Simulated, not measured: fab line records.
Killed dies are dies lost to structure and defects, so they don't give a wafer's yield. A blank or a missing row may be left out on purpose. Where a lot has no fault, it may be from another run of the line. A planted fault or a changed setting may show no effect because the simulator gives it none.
fab line records	flow ritCmos	part 1 of 2: steps 1 to 28 of 40
record: lots: 5	wafers: 15	lastDay: 7
route steps=202 shown PSD@143 SDANNEAL@153 NSD@158 PLDD@159 NLDD@160 SILICIDE@161 CONTACT@168
lots untouched by any fault: they come from a run of this same line in which no faults occurred
startH: hours from the record's first day to the start of the lot's first wafer shown	waitH: how many hours have passed since the lot's step before this one	" identical to the entry in the row above	L1.1+2: one row covering several wafers at once	- no value present, or no start provided	* or withheld: withheld	< > ~ a bound
route shown NAME@n: names a module that has steps shown in the file, with the first one's number in the route	usual: mean/standard deviation of fault-free wafers	same: alike in all rows	chamber/n: place in a boat	sites: readings site by site	_std_site: their standard deviation	_edge_site: outer sites' mean less inner sites'	radiusMm: for every site, how far away it sits from the centre of the wafer	mask NAME#n: copy n	behind: the last tool/chamber to shape the wafer	hold: the reason the lot was held/the length of the hold in hours/how it ended	device: the n, p or np transistor that did not switch	end of line: tests of these same wafers at the route's end	where a step has no rows: the recipe by itself	killed: dies lost to structure and defects at the first sort, not the wafer's yield	map: per-die view of a wafer (x killed, . not killed, _ where there is no die)
set.NAME: setting as actually run; set.NAME@STEP: the setting as run at that earlier step	model.NAME: the simulator's own value behind a step, which no gauge read
lots at some steps of the route; a table a step, a row a wafer
services: from which hour (startH, from the record's first day; less than 0 if before it) a tool's chamber was out of use, for how many hours, and why
== steps ==
step: RIT_PSD_COAT_01
recipe: resist: NOVOLAK	spinRpm: 3250	resistThkNm: 1000
lot.wafer	tool	chamber	startH	waitH
L079.3+4+6	lithoTrack-03	0	72.06	0.1
L086.1+3+5	lithoTrack-04	0	109.93	0.1
L088.3+4+6	lithoTrack-01	0	123.84	0.1
L096.1+4+5	lithoTrack-01	0	164.66	0.1
L097.1+2+6	lithoTrack-03	0	168.57	0.1
step: RIT_PSD_SOFTBAKE_02
recipe: resist: NOVOLAK	tempC: 90	timeS: 60
lot.wafer	tool	chamber	startH	waitH
L079.3+4+6	lithoTrack-03	0	72.21	0.1
L086.1+3+5	lithoTrack-04	0	110.08	0.1
L088.3+4+6	lithoTrack-01	0	123.99	0.1
L096.1+4+5	lithoTrack-01	0	164.81	0.1
L097.1+2+6	lithoTrack-03	0	168.72	0.1
step: RIT_PSD_EXPOSE_03
recipe: maskId: M10	na: 0.57	targetCdNm: 40900	doseMj: 250
lot.wafer	tool	chamber	startH	waitH	mask
L079.3+4+6	ilineStepper-01	0	72.48	0.2	M10#0
L086.1+3+5	ilineStepper-02	0	110.36	0.2	M10#0
L088.3+4+6	ilineStepper-01	0	124.12	0.1	M10#0
L096.1+4+5	ilineStepper-02	0	165.08	0.2	M10#0
L097.1+2+6	ilineStepper-01	0	168.99	0.2	M10#0
step: RIT_PSD_PEB_04
recipe: resist: NOVOLAK	tempC: withheld	timeS: withheld
lot.wafer	tool	chamber	startH	waitH
L079.3+4+6	lithoTrack-01	0	72.60	0.1
L086.1+3+5	lithoTrack-04	0	110.47	0.1
L088.3+4+6	lithoTrack-01	0	124.25	0.1
L096.1+4+5	lithoTrack-03	0	165.20	0.1
L097.1+2+6	lithoTrack-03	0	169.11	0.1
step: RIT_PSD_DEVELOP_05
recipe: resist: NOVOLAK	developTimeS: 50	devTempC: 23
lot.wafer	tool	chamber	startH	waitH
L079.3+4+6	lithoTrack-01	0	-	-
L086.1+3+5	lithoTrack-04	0	-	-
L088.3+4+6	lithoTrack-01	0	-	-
L096.1+4+5	lithoTrack-03	0	-	-
L097.1+2+6	lithoTrack-03	0	-	-
step: RIT_PSD_OVL_MEAS_06
usual: PSD_OVL: 0.3/1.2
lot.wafer	tool	chamber	startH	waitH	PSD_OVL[nm]
L079.3	overlay-02	-	72.85	-	0.8
L079.4	"	-	"	"	-0.3
L079.6	"	-	"	"	1.3
L086.1	overlay-01	-	110.76	-	-1.8
L086.3	"	-	"	"	-0.2
L086.5	"	-	"	"	-1.0
L088.3	overlay-01	-	124.50	-	-2.5
L088.4	"	-	"	"	-1.1
L088.6	"	-	"	"	-2.3
L096.1	overlay-01	-	165.48	-	1.3
L096.4	"	-	"	"	0.5
L096.5	"	-	"	"	-0.4
L097.1	overlay-01	-	169.39	-	1.2
L097.2	"	-	"	"	0.8
L097.6	"	-	"	"	0.5
step: RIT_PSD_HARDBAKE_07
recipe: resist: NOVOLAK	tempC: 140	timeS: 60
lot.wafer	tool	chamber	startH	waitH
L079.3+4+6	lithoTrack-03	0	72.92	0.1
L086.1+3+5	lithoTrack-03	0	110.95	0.2
L088.3+4+6	lithoTrack-01	0	124.57	0.1
L096.1+4+5	lithoTrack-03	0	165.52	0.0
L097.1+2+6	lithoTrack-04	0	169.59	0.2
step: RIT_PSD_IMPLANT_08
recipe: species: BF2	energyKev: 27	doseCm2: 5e+15	tiltDeg: 7
usual: endStationPressureTorr: 1.55e-05/9.3e-07
lot.wafer	tool	chamber	startH	waitH	endStationPressureTorr
L079.3	implanter-04	0	73.07	0.1	1.59e-05
L079.4	"	0	"	"	1.56e-05
L079.6	"	0	"	"	1.47e-05
L086.1	implanter-04	0	111.10	0.1	1.77e-05
L086.3	"	0	"	"	1.44e-05
L086.5	"	0	"	"	1.46e-05
L088.3	implanter-04	0	124.72	0.1	1.59e-05
L088.4	"	0	"	"	1.6e-05
L088.6	"	0	"	"	1.58e-05
L096.1	implanter-03	0	165.67	0.1	1.46e-05
L096.4	"	0	"	"	1.38e-05
L096.5	"	0	"	"	1.43e-05
L097.1	implanter-02	0	169.74	0.1	1.61e-05
L097.2	"	0	"	"	1.65e-05
L097.6	"	0	"	"	1.61e-05
step: RIT_PSD_STRIP_09
recipe: chemistry: O2	timeS: 180	resist: NOVOLAK	platenTempC: withheld	powerW: 500	pressureMtorr: 4000	o2FlowSccm: 4000
usual: drypumpMotorCurrentA: 5.28/0.23	rfReflPowerW: 7.3/1.4
lot.wafer	tool	chamber	startH	waitH	drypumpMotorCurrentA	rfHoursCounterH	rfReflPowerW
L079.3	plasmaAsher-02	1	73.23	0.1	5.11	-	7.8
L079.4	"	0	"	"	5.52	-	8.8
L079.6	"	0	"	"	5.52	-	8.6
L086.1	plasmaAsher-04	0	111.25	0.1	5.06	47	7.8
L086.3	"	0	"	"	5.08	-	8.0
L086.5	"	0	"	"	5.05	-	7.7
L088.3	plasmaAsher-02	1	124.88	0.1	5.08	-	7.7
L088.4	"	0	"	"	5.51	-	8.3
L088.6	"	0	"	"	5.52	-	8.4
L096.1	plasmaAsher-01	1	165.82	0.1	5.50	5	4.7
L096.4	"	0	"	"	5.47	-	6.6
L096.5	"	0	"	"	5.45	-	6.6
L097.1	plasmaAsher-01	0	169.89	0.1	5.49	6	6.5
L097.2	"	1	"	"	5.50	6	4.6
L097.6	"	1	"	"	5.51	-	4.7
step: RIT_PSD_TW_MEAS_10
usual: PSD_TW: 3470/27
lot.wafer	tool	chamber	startH	waitH	PSD_TW
L079.3	filmMetro-01	-	73.37	0.1	3492
L079.4	"	-	"	"	3482
L079.6	"	-	"	"	3495
L086.1	filmMetro-01	-	111.43	0.1	3487
L086.3	"	-	"	"	3482
L086.5	"	-	"	"	3487
L088.3	filmMetro-02	-	125.02	0.1	3421
L088.4	"	-	"	"	3421
L088.6	"	-	"	"	3436
L096.1	filmMetro-04	-	166.00	0.1	3450
L096.4	"	-	"	"	3465
L096.5	"	-	"	"	3457
L097.1	filmMetro-02	-	170.07	0.1	3416
L097.2	"	-	"	"	3426
L097.6	"	-	"	"	3404
step: RIT_SDANNEAL_CLEAN_00
recipe: chemistry: SC1	mix: 3:3:50	timeS: 600	tempC: 75
usual: bathHeatDutyPct: 14.6/1.6	tempC: 74.99/0.11
lot.wafer	tool	chamber	startH	waitH	bathHeatDutyPct	tempC
L079.3	wetBench-02	0	73.41	0.0	13.2	75.07
L079.4	"	0	"	"	13.4	74.89
L079.6	"	0	"	"	14.0	74.87
L086.1	wetBench-04	0	111.49	0.1	15.9	75.05
L086.3	"	0	"	"	15.4	74.95
L086.5	"	0	"	"	15.8	75.04
L088.3	wetBench-02	1	125.06	0.0	11.7	74.95
L088.4	"	1	"	"	12.9	75.15
L088.6	"	1	"	"	13.4	75.05
L096.1	wetBench-01	2	166.06	0.1	14.1	74.69
L096.4	"	2	"	"	15.4	74.89
L096.5	"	2	"	"	15.4	74.91
L097.1	wetBench-02	2	170.13	0.1	13.6	74.99
L097.2	"	2	"	"	15.2	75.20
L097.6	"	2	"	"	14.3	74.94
step: RIT_SDANNEAL_CLEAN_01
recipe: chemistry: dHF	dilution: 50:1	timeS: 30
lot.wafer	tool	chamber	startH	waitH
L079.3+4+6	wetBench-01	0	73.62	0.0
L086.1+3+5	wetBench-02	3	111.84	0.0
L088.3+4+6	wetBench-02	1	125.23	0.0
L096.1+4+5	wetBench-02	1	166.25	0.0
L097.1+2+6	wetBench-01	1	170.30	0.0
step: RIT_SDANNEAL_CLEAN_02
recipe: chemistry: SC2	mix: 3:3:50	timeS: 600	tempC: 75	dry: n2Spin
usual: bathHeatDutyPct: 15.0/1.9	tempC: 75.00/0.12
lot.wafer	tool	chamber	startH	waitH	bathHeatDutyPct	tempC
L079.3	wetBench-04	1	73.63	0.0	18.0	74.97
L079.4	"	1	"	"	16.8	75.21
L079.6	"	1	"	"	17.7	75.09
L086.1	wetBench-04	2	111.85	0.0	16.0	75.07
L086.3	"	2	"	"	14.8	75.16
L086.5	"	2	"	"	15.4	75.06
L088.3	wetBench-02	0	125.25	0.0	12.6	74.94
L088.4	"	0	"	"	11.7	74.80
L088.6	"	0	"	"	13.3	75.13
L096.1	wetBench-04	2	166.26	0.0	14.6	75.14
L096.4	"	2	"	"	15.5	75.13
L096.5	"	2	"	"	14.9	75.06
L097.1	wetBench-04	1	170.32	0.0	17.0	75.00
L097.2	"	1	"	"	17.0	74.96
L097.6	"	1	"	"	17.8	74.89
step: RIT_SDANNEAL_RTA_03
recipe: tempC: 1050	timeS: 5	idleTempC: 600	rampUpCPerS: 342	rampDownCPerS: 171	coolToC: 600	ambient: N2
usual: chamberO2Ppm: 2.002/0.025	wafer_temp_C_max: 1053.5/1.1
lot.wafer	tool	chamber	startH	waitH	chamberO2Ppm	wafer_temp_C_max
L079.3	rtpAnneal-01	0	73.83	0.0	1.977	1052.2
L079.4	"	0	"	"	1.987	1055.2
L079.6	"	0	"	"	2.000	1053.0
L086.1	rtpAnneal-02	0	112.20	0.0	1.977	1052.5
L086.3	"	0	"	"	1.976	1054.0
L086.5	"	0	"	"	1.940	1053.2
L088.3	rtpAnneal-02	0	125.44	0.0	1.986	1055.7
L088.4	"	0	"	"	1.977	1052.5
L088.6	"	0	"	"	1.932	1053.3
L096.1	rtpAnneal-02	0	166.44	0.0	1.996	1053.6
L096.4	"	0	"	"	1.961	1053.6
L096.5	"	0	"	"	2.000	1054.1
L097.1	rtpAnneal-01	0	170.49	0.0	2.025	1053.3
L097.2	"	0	"	"	2.006	1052.5
L097.6	"	0	"	"	2.017	1052.7
step: RIT_SDANNEAL_RS_MEAS_04
recipe: thkMeasGauge: four-point-probe
usual: PSD_RS: 115.83/0.29
lot.wafer	tool	chamber	startH	waitH	PSD_RS[ohm/sq]
L079.3	filmMetro-01	-	73.91	0.1	115.66
L079.4	"	-	"	"	115.79
L079.6	"	-	"	"	115.86
L086.1	filmMetro-01	-	112.26	0.0	116.13
L086.3	"	-	"	"	116.22
L086.5	"	-	"	"	116.17
L088.3	filmMetro-01	-	125.52	0.1	115.82
L088.4	"	-	"	"	116.01
L088.6	"	-	"	"	116.00
L096.1	filmMetro-01	-	166.50	0.0	115.87
L096.4	"	-	"	"	115.51
L096.5	"	-	"	"	115.80
L097.1	filmMetro-01	-	170.55	0.0	115.99
L097.2	"	-	"	"	116.51
L097.6	"	-	"	"	116.05
step: RIT_SDANNEAL_RS_MEAS_05
recipe: thkMeasGauge: four-point-probe
usual: NSD_RS: 84.5/0.33
lot.wafer	tool	chamber	startH	waitH	NSD_RS[ohm/sq]
L079.3	filmMetro-01	-	74.03	0.1	84.1
L079.4	"	-	"	"	84.3
L079.6	"	-	"	"	84.3
L086.1	filmMetro-01	-	112.38	0.1	84.6
L086.3	"	-	"	"	84.9
L086.5	"	-	"	"	84.9
L088.3	filmMetro-01	-	125.64	0.1	84.8
L088.4	"	-	"	"	85.0
L088.6	"	-	"	"	85.0
L096.1	filmMetro-01	-	166.62	0.1	84.3
L096.4	"	-	"	"	84.6
L096.5	"	-	"	"	84.6
L097.1	filmMetro-01	-	170.67	0.1	84.8
L097.2	"	-	"	"	85.0
L097.6	"	-	"	"	84.6
step: RIT_SDANNEAL_RS_MEAS_06
recipe: thkMeasGauge: four-point-probe
usual: PLDD_RS: 178.5/0.5
lot.wafer	tool	chamber	startH	waitH	PLDD_RS[ohm/sq]
L079.3	filmMetro-01	-	74.15	0.1	179.0
L079.4	"	-	"	"	179.4
L079.6	"	-	"	"	179.5
L086.1	filmMetro-01	-	112.50	0.1	179.1
L086.3	"	-	"	"	178.6
L086.5	"	-	"	"	178.6
L088.3	filmMetro-01	-	125.76	0.1	177.9
L088.4	"	-	"	"	178.6
L088.6	"	-	"	"	178.1
L096.1	filmMetro-01	-	166.74	0.1	178.2
L096.4	"	-	"	"	177.9
L096.5	"	-	"	"	178.2
L097.1	filmMetro-01	-	170.79	0.1	178.7
L097.2	"	-	"	"	178.7
L097.6	"	-	"	"	177.9
step: RIT_SDANNEAL_RS_MEAS_07
recipe: thkMeasGauge: four-point-probe
usual: NLDD_RS: 151.5/0.45
lot.wafer	tool	chamber	startH	waitH	NLDD_RS[ohm/sq]
L079.3	filmMetro-01	-	74.27	0.1	151.7
L079.4	"	-	"	"	151.6
L079.6	"	-	"	"	151.5
L086.1	filmMetro-01	-	112.62	0.1	151.5
L086.3	"	-	"	"	151.4
L086.5	"	-	"	"	151.1
L088.3	filmMetro-01	-	125.88	0.1	151.2
L088.4	"	-	"	"	151.3
L088.6	"	-	"	"	150.7
L096.1	filmMetro-01	-	166.86	0.1	150.6
L096.4	"	-	"	"	151.3
L096.5	"	-	"	"	150.8
L097.1	filmMetro-01	-	170.91	0.1	151.9
L097.2	"	-	"	"	151.1
L097.6	"	-	"	"	150.9
step: RIT_SILICIDE_WET_ETCH_00
recipe: chemistry: BOE	target: SiO2	targetDepthNm: 14	timeS: 15	dry: n2Spin	dilution: 10:1	tempC: 21.5
usual: bathHeatDutyPct: 1.7/0.4	tempC: 21.50/0.11
lot.wafer	tool	chamber	startH	waitH	bathHeatDutyPct	tempC
L079.3	wetBench-04	2	74.35	0.1	1.2	21.59
L079.4	"	2	"	"	1.2	21.57
L079.6	"	2	"	"	2.1	21.53
L086.1	wetBench-04	2	112.74	0.1	1.6	21.68
L086.3	"	2	"	"	1.7	21.61
L086.5	"	2	"	"	2.1	21.51
L088.3	wetBench-02	3	125.96	0.1	1.5	21.39
L088.4	"	3	"	"	2.3	21.65
L088.6	"	3	"	"	1.4	21.53
L096.1	wetBench-04	3	166.98	0.1	2.0	21.58
L096.4	"	3	"	"	2.1	21.58
L096.5	"	3	"	"	2.6	21.27
L097.1	wetBench-02	2	171.03	0.1	1.4	21.47
L097.2	"	2	"	"	2.4	21.44
L097.6	"	2	"	"	1.5	21.45
step: RIT_SILICIDE_SPUTTER_01
recipe: material: Ti	targetThkNm: 30	powerW: 350	chamberPressurePa: 0.667	gas: Ar	timeS: 240	substrateTempC: 25
usual: throttleValvePct: 30.0/1
lot.wafer	tool	chamber	startH	waitH	throttleValvePct
L079.3	pvdSputter-02	-	74.36	0.0	30.7
L079.4	"	-	"	"	30.9
L079.6	"	-	"	"	30.1
L086.1	pvdSputter-02	-	112.77	0.0	30.7
L086.3	"	-	"	"	29.5
L086.5	"	-	"	"	30.9
L088.3	pvdSputter-03	-	125.97	0.0	30.6
L088.4	"	-	"	"	28.2
L088.6	"	-	"	"	28.2
L096.1	pvdSputter-01	-	166.99	0.0	29.0
L096.4	"	-	"	"	29.5
L096.5	"	-	"	"	29.6
L097.1	pvdSputter-02	-	171.05	0.0	30.6
L097.2	"	-	"	"	29.7
L097.6	"	-	"	"	30.9
step: RIT_SILICIDE_RS_MEAS_02
recipe: thkMeasGauge: four-point-probe	reads: Ti_of_SILICIDE_SPUTTER_01
usual: SILICIDE_TI_RS: 47.9/0.71
lot.wafer	tool	chamber	startH	waitH	SILICIDE_TI_RS[ohm/sq]
L079.3	filmMetro-02	-	74.55	0.1	47.7
L079.4	"	-	"	"	47.3
L079.6	"	-	"	"	47.5
L086.1	filmMetro-03	-	112.92	0.1	48.1
L086.3	"	-	"	"	48.0
L086.5	"	-	"	"	47.7
L088.3	filmMetro-03	-	126.16	0.1	47.5
L088.4	"	-	"	"	46.9
L088.6	"	-	"	"	47.2
L096.1	filmMetro-02	-	167.14	0.1	48.7
L096.4	"	-	"	"	48.5
L096.5	"	-	"	"	48.4
L097.1	filmMetro-02	-	171.20	0.1	47.7
L097.2	"	-	"	"	47.9
L097.6	"	-	"	"	47.3
step: RIT_SILICIDE_THK_MEAS_03
recipe: thkMeasGauge: xrf	reads: Ti_of_SILICIDE_SPUTTER_01
usual: SILICIDE_TI_THK: 30.0/0.37
lot.wafer	tool	chamber	startH	waitH	SILICIDE_TI_THK[nm]
L079.3	filmMetro-02	-	74.65	0.1	30.1
L079.4	"	-	"	"	30.3
L079.6	"	-	"	"	30.1
L086.1	filmMetro-03	-	113.04	0.1	29.7
L086.3	"	-	"	"	29.9
L086.5	"	-	"	"	30.0
L088.3	filmMetro-03	-	126.26	0.1	30.4
L088.4	"	-	"	"	30.7
L088.6	"	-	"	"	30.5
L096.1	filmMetro-02	-	167.26	0.1	29.7
L096.4	"	-	"	"	29.8
L096.5	"	-	"	"	29.7
L097.1	filmMetro-02	-	171.32	0.1	30.1
L097.2	"	-	"	"	29.8
L097.6	"	-	"	"	30.2
step: RIT_SILICIDE_RTA_04
recipe: tempC: 650	timeS: 10	idleTempC: 25	rampUpS: 5	rampDownS: 5	coolToC: 25	ambient: N2
usual: chamberO2Ppm: 1.998/0.02	wafer_temp_C_max: 655.3/1.1
lot.wafer	tool	chamber	startH	waitH	chamberO2Ppm	wafer_temp_C_max
L079.3	rtpAnneal-02	0	74.71	0.1	2.021	653.2
L079.4	"	0	"	"	2.009	655.6
L079.6	"	0	"	"	1.987	653.1
L086.1	rtpAnneal-01	0	113.10	0.1	1.981	655.8
L086.3	"	0	"	"	2.005	654.8
L086.5	"	0	"	"	2.008	656.2
L088.3	rtpAnneal-01	0	126.33	0.1	1.983	655.7
L088.4	"	0	"	"	1.980	656.4
L088.6	"	0	"	"	1.985	656.1
L096.1	rtpAnneal-01	0	167.32	0.1	2.030	657.8
L096.4	"	0	"	"	2.007	657.1
L096.5	"	0	"	"	2.034	656.6
L097.1	rtpAnneal-02	0	171.38	0.1	2.006	654.3
L097.2	"	0	"	"	2.020	653.7
L097.6	"	0	"	"	1.997	653.1
step: RIT_SILICIDE_WET_ETCH_05
recipe: chemistry: SPM	target: Ti	tempC: 90	timeS: 120	dry: n2Spin
usual: bathHeatDutyPct: 12.8/1.9	tempC: 89.98/0.11
lot.wafer	tool	chamber	startH	waitH	bathHeatDutyPct	tempC
L079.3	wetBench-04	0	74.76	0.0	14.9	89.80
L079.4	"	0	"	"	14.0	89.89
L079.6	"	0	"	"	14.0	89.86
L086.1	wetBench-02	3	113.16	0.1	11.0	90.01
L086.3	"	3	"	"	10.6	89.92
L086.5	"	3	"	"	11.1	89.87
L088.3	wetBench-02	1	126.37	0.0	10.5	89.86
L088.4	"	1	"	"	11.3	89.99
L088.6	"	1	"	"	11.4	89.94
L096.1	wetBench-03	2	167.39	0.1	13.2	89.84
L096.4	"	2	"	"	13.2	89.96
L096.5	"	2	"	"	13.6	89.90
L097.1	wetBench-04	1	171.44	0.1	16.0	90.05
L097.2	"	1	"	"	15.4	90.02
L097.6	"	1	"	"	14.7	89.89
step: RIT_SILICIDE_RTA_06
recipe: tempC: 750	timeS: 10	idleTempC: 25	rampUpS: 5	rampDownS: 10	coolToC: 25	ambient: N2
usual: chamberO2Ppm: 1.994/0.018	wafer_temp_C_max: 755.9/1
lot.wafer	tool	chamber	startH	waitH	chamberO2Ppm	wafer_temp_C_max
L079.3	rtpAnneal-01	0	74.82	0.0	1.979	758.3
L079.4	"	0	"	"	2.006	756.5
L079.6	"	0	"	"	1.964	756.5
L086.1	rtpAnneal-02	0	113.20	0.0	2.027	755.0
L086.3	"	0	"	"	2.000	756.1
L086.5	"	0	"	"	2.028	757.9
L088.3	rtpAnneal-02	0	126.43	0.0	1.971	757.3
L088.4	"	0	"	"	2.010	755.4
L088.6	"	0	"	"	2.003	755.1
L096.1	rtpAnneal-02	0	167.43	0.0	2.007	754.5
L096.4	"	0	"	"	2.011	755.4
L096.5	"	0	"	"	1.997	753.8
L097.1	rtpAnneal-01	0	171.48	0.0	1.971	757.0
L097.2	"	0	"	"	1.991	756.8
L097.6	"	0	"	"	1.986	756.5
step: RIT_CONTACT_CVD_00
recipe: material: SiO2	targetThkNm: 400	precursor: TEOS	tempC: 390	timeS: 61	rfW: 400
usual: heaterPowerW: 333/55
lot.wafer	tool	chamber	startH	waitH	heaterPowerW
L079.3	pecvd-04	1	74.87	0.0	358
L079.4	"	1	"	"	376
L079.6	"	0	"	"	253
L086.1	pecvd-02	0	113.27	0.1	271
L086.3	"	1	"	"	340
L086.5	"	0	"	"	284
L088.3	pecvd-04	0	126.48	0.0	309
L088.4	"	0	"	"	319
L088.6	"	2	"	"	324
L096.1	pecvd-01	1	167.50	0.1	462
L096.4	"	1	"	"	467
L096.5	"	0	"	"	362
L097.1	pecvd-04	2	171.55	0.1	360
L097.2	"	0	"	"	318
L097.6	"	2	"	"	264
step: RIT_CONTACT_THK_MEAS_01
recipe: reads: SiO2_of_CONTACT_CVD_00
usual: CONTACT_TEOS_THK: 399/4.8
lot.wafer	tool	chamber	startH	waitH	CONTACT_TEOS_THK[nm]
L079.3	filmMetro-04	-	74.94	0.0	394
L079.4	"	-	"	"	400
L079.6	"	-	"	"	402
L086.1	filmMetro-04	-	113.32	0.0	395
L086.3	"	-	"	"	399
L086.5	"	-	"	"	403
L088.3	filmMetro-04	-	126.55	0.0	396
L088.4	"	-	"	"	399
L088.6	"	-	"	"	403
L096.1	filmMetro-03	-	167.55	0.0	388
L096.4	"	-	"	"	398
L096.5	"	-	"	"	396
L097.1	filmMetro-04	-	171.60	0.0	396
L097.2	"	-	"	"	399
L097.6	"	-	"	"	400
step: RIT_CONTACT_HMDS_02
recipe: primeTimeS: 60	primeTempC: 140
lot.wafer	tool	chamber	startH	waitH
L079.3+4+6	lithoTrack-03	0	75.03	0.1
L086.1+3+5	lithoTrack-03	0	113.38	0.1
L088.3+4+6	lithoTrack-03	0	126.64	0.1
L096.1+4+5	lithoTrack-04	0	167.61	0.1
L097.1+2+6	lithoTrack-03	0	171.66	0.1
